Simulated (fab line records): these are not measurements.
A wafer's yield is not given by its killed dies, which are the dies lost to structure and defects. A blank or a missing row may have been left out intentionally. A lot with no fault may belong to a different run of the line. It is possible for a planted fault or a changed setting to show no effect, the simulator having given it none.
Split-lot trial	flow rit cmos	on a route of 202 steps: 5 lots, 23 wafers read

== SPLIT DETAILS ==
At RIT_M1_COAT_04 (resist thk 1300 nm), the setting resist thk nm was moved away from the recipe's 1300 nm on 10 of the 23 wafers read, by -5.3% to +2.3%. This setting was run at the recipe's value on the other wafers.

== FROM THE SPLIT TO THE READING: what the file shows between them, 2 steps ==
- RIT_M1_SOFTBAKE_05: time 60 s
- RIT_M1_EXPOSE_06: exposes mask M12, target cd 2600 nm

== THE READING ==
NOVOLAK_of_M1_COAT_04.thk nm (the simulator's own value, which no gauge read), in nm, at RIT_M1_HARDBAKE_11 (time 120 s). The file gives no usual value for it. The 13 wafers here that ran the recipe average 1137 nm, standard deviation 2.8 nm.

wafer	tool, chamber at the split	resist thk nm as run, nm	against the recipe	NOVOLAK_of_M1_COAT_04.thk nm, nm	against lot-mates on the recipe
L075.2	litho track-04, 0	1300	recipe	1137	-
L075.3	litho track-04, 0	1300	recipe	1138	-
L075.5	litho track-04, 0	1300	recipe	1135	-
L077.1	litho track-02, 0	1264	-2.8%	1103	-29
L077.2	litho track-02, 0	1264	-2.8%	1101	-31
L077.3	litho track-02, 0	1300	recipe	1131	-
L077.4	litho track-02, 0	1300	recipe	1133	-
L077.6	litho track-02, 0	1264	-2.8%	1104	-28
L080.1	litho track-01, 0	1300	recipe	1138	-
L080.2	litho track-01, 0	1231	-5.3%	1078	-59
L080.3	litho track-01, 0	1300	recipe	1137	-
L080.4	litho track-01, 0	1231	-5.3%	1079	-58
L080.5	litho track-01, 0	1300	recipe	1136	-
L083.1	litho track-02, 0	1243	-4.4%	1092	-48
L083.2	litho track-02, 0	1243	-4.4%	1089	-51
L083.4	litho track-02, 0	1300	recipe	1138	-
L083.5	litho track-02, 0	1300	recipe	1141	-
L083.6	litho track-02, 0	1300	recipe	1141	-
L084.1	litho track-02, 0	1300	recipe	1139	-
L084.4	litho track-02, 0	1300	recipe	1139	-
L084.2	litho track-02, 0	1330	+2.3%	1163	+24
L084.5	litho track-02, 0	1330	+2.3%	1161	+22
L084.6	litho track-02, 0	1330	+2.3%	1164	+25

FIT RESULTS
A straight line over all 23 wafers: NOVOLAK_of_M1_COAT_04.thk nm changes by +11.1 nm for each +1% of resist thk nm; r = +0.99; the points scatter about the line by 2.8 nm.
The same after taking each lot's own level away (the mean of its wafers on the recipe; 23 wafers): +10.9 nm for each +1%; r = +1.00; scatter 1.4 nm.
Per that fit: largest resist thk nm move, reading shift of 58 nm.
Measured against the standard deviation above, the lots' own levels, which go from 1132.0 to 1140.0 nm, span 2.9 times it.
So the lot-to-lot level changes the slope little: the two slopes agree.
Check: with one of the wafers moved furthest among these (-5.3%) left out of the fit, the line predicts -57.8 nm for it against its lot-mates. It came out at -59 nm against them.

== FURTHER SPLITS ON THESE WAFERS ==
These wafers also went through other splits before the reading. Each is held against what the fit with the lots' levels taken away leaves over:
other split on the same wafers	wafers away from the commonest value	r with NOVOLAK_of_M1_COAT_04.thk nm (lot level and that fit taken away)
RIT_SILICIDE_SPUTTER_01 power w	8	+0.05
RIT_CONTACT_COAT_03 spin rpm	7	+0.29

== THE WHOLE CHAIN: every reading that the file lists as answering this split, in the file's order ==
step	what it does	reading	change (the file's fit)	r (the file's)
RIT_M1_COAT_04	resist thk 1300 nm	NOVOLAK_of_M1_COAT_04.thk nm (the simulator's own value, which no gauge read)	+12.8 nm for each +1% of the setting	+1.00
RIT_M1_HARDBAKE_11	time 120 s	NOVOLAK_of_M1_COAT_04.thk nm (the simulator's own value, which no gauge read)	+11 nm for each +1% of the setting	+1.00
RIT_M1_METAL_ETCH_12	etches Al in Cl2/BCl3, stops on SiO2, time 165 s, target depth 600 nm	NOVOLAK_of_M1_COAT_04.thk nm (the simulator's own value, which no gauge read)	+10.8 nm for each +1% of the setting, in a fit together with rf w@M1_METAL_ETCH_12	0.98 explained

== FILE'S OWN FIT ==
NOVOLAK_of_M1_COAT_04.thk nm changes by +11 nm for each +1% of resist thk nm, r = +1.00.
